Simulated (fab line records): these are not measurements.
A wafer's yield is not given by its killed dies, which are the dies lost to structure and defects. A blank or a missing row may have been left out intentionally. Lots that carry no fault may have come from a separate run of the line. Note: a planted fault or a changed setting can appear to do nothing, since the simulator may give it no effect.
A single fault, viewed from 2 desks || flow berkeley_cmos170 || only its own numbers are on each desk; what lay behind them is given at the end

## FOR THE TOOL OWNER'S DESK: pvd_sputter-01
The tool's own readings at UCB170_M3_SPUTTER_01 (material Al, target thk 900 nm, time 120 s): means of the sampled wafers that have a number, for each lot that ran on this tool. Marked OUT: a lot whose mean sits more than 4 standard deviations from the usual mean, which makes it out of limits; the brackets give that distance.
Columns: A = throttle_valve_pct at UCB170_M3_SPUTTER_01, usual 30.0 %
{"lot": "L612", "first seen here": "day 9 03:26", "A": 30.3}
{"lot": "L618", "first seen here": "day 10 00:37", "A": 29.7}
{"lot": "L621", "first seen here": "day 10 09:30", "A": 31.4}
{"lot": "L625", "first seen here": "day 11 04:17", "A": 30.6}
{"lot": "L632", "first seen here": "day 13 02:46", "A": 30.8}
Finding of this desk: none of the 5 lots has anything out of limits.

## FROM THE METROLOGY DESK
What the gauges read for every lot (on any tool): the sampled wafers with a number, averaged. Marked OUT: a lot whose mean sits more than 4 standard deviations from the usual mean, which makes it out of limits; the brackets give that distance.
Columns: A = ACTIVE_NITRIDE_THK at UCB170_ACTIVE_THK_MEAS_06, usual 219.9 nm; B = PSD_RS at UCB170_SDANNEAL_RS_MEAS_02, usual 75.5 ohm/sq; C = M3_AL_RS at UCB170_M3_RS_MEAS_02, usual 0.0322 ohm/sq; D = M3_AL_THK at UCB170_M3_THK_MEAS_03, usual 876 nm; E = M3_BOW at UCB170_M3_BOW_MEAS_20, usual 33 um
{"lot": "L612", "first seen here": "day 5 06:08", "A": 217.5, "B": 74.8, "C": 0.0321, "D": 880, "E": 28}
{"lot": "L614", "first seen here": "day 5 06:10", "A": 221.1, "B": 75.0, "C": 0.0318, "D": 887, "E": 32}
{"lot": "L615", "first seen here": "day 5 16:51", "A": 218.2, "B": 75.7, "C": 0.0315, "D": 896, "E": 39}
{"lot": "L617", "first seen here": "day 5 16:51", "A": 222.6, "B": 75.6, "C": 0.0323, "D": 878, "E": 34}
{"lot": "L618", "first seen here": "day 6 05:18", "A": 216.6, "B": 75.4, "C": 0.0320, "D": 883, "E": 36}
{"lot": "L619", "first seen here": "day 6 05:18", "A": 221.8, "B": 75.4, "C": 0.0323, "D": 874, "E": 29}
{"lot": "L620", "first seen here": "day 6 17:35", "A": 220.0, "B": 75.5, "C": 0.0329, "D": 856, "E": 22}
{"lot": "L621", "first seen here": "day 6 17:35", "A": 219.8, "B": 75.3, "C": 0.0328, "D": 863, "E": 28}
{"lot": "L622", "first seen here": "day 7 01:11", "A": 221.6, "B": 75.3, "C": 0.0317, "D": 896, "E": 25}
{"lot": "L626", "first seen here": "day 7 15:18", "A": 217.8, "B": 75.4, "C": 0.0322, "D": 873, "E": 36}
{"lot": "L625", "first seen here": "day 7 15:19", "A": 218.2, "B": 75.8, "C": 0.0319, "D": 884, "E": 37}
{"lot": "L634", "first seen here": "day 9 00:13", "A": 226.3, "B": 75.5, "C": 0.0323, "D": 872, "E": 26}
{"lot": "L632", "first seen here": "day 9 00:14", "A": 219.7, "B": 75.2, "C": "0.0234 (-20) OUT", "D": "1202 (+25) OUT", "E": 20}
Finding of this desk: L632 out of limits, first seen on L632 at day 13 02:53 (M3_AL_RS at UCB170_M3_RS_MEAS_02). In limits: L612, L614, L615, L617, L618, L619, L620, L621, L622, L626, L625, L634.

## TAKEN TOGETHER
Metrology desk: alarm possible at day 13 02:53 on L632.
The tool owner's desk saw nothing out of limits.
Tool owner's desk: L632 on record, inside its limits.
On pvd_sputter-01, each named lot ran UCB170_M3_SPUTTER_01.

## WHAT WAS PUT IN BY THE SIMULATOR
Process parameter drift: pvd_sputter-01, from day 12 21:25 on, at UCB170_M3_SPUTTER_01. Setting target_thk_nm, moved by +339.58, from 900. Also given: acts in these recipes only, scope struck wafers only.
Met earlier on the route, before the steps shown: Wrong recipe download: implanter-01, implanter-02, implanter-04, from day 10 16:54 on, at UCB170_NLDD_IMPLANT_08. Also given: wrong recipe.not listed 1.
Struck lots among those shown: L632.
Delay in hours, fault start to first out-of-limits reading, per desk: metrology desk 5.
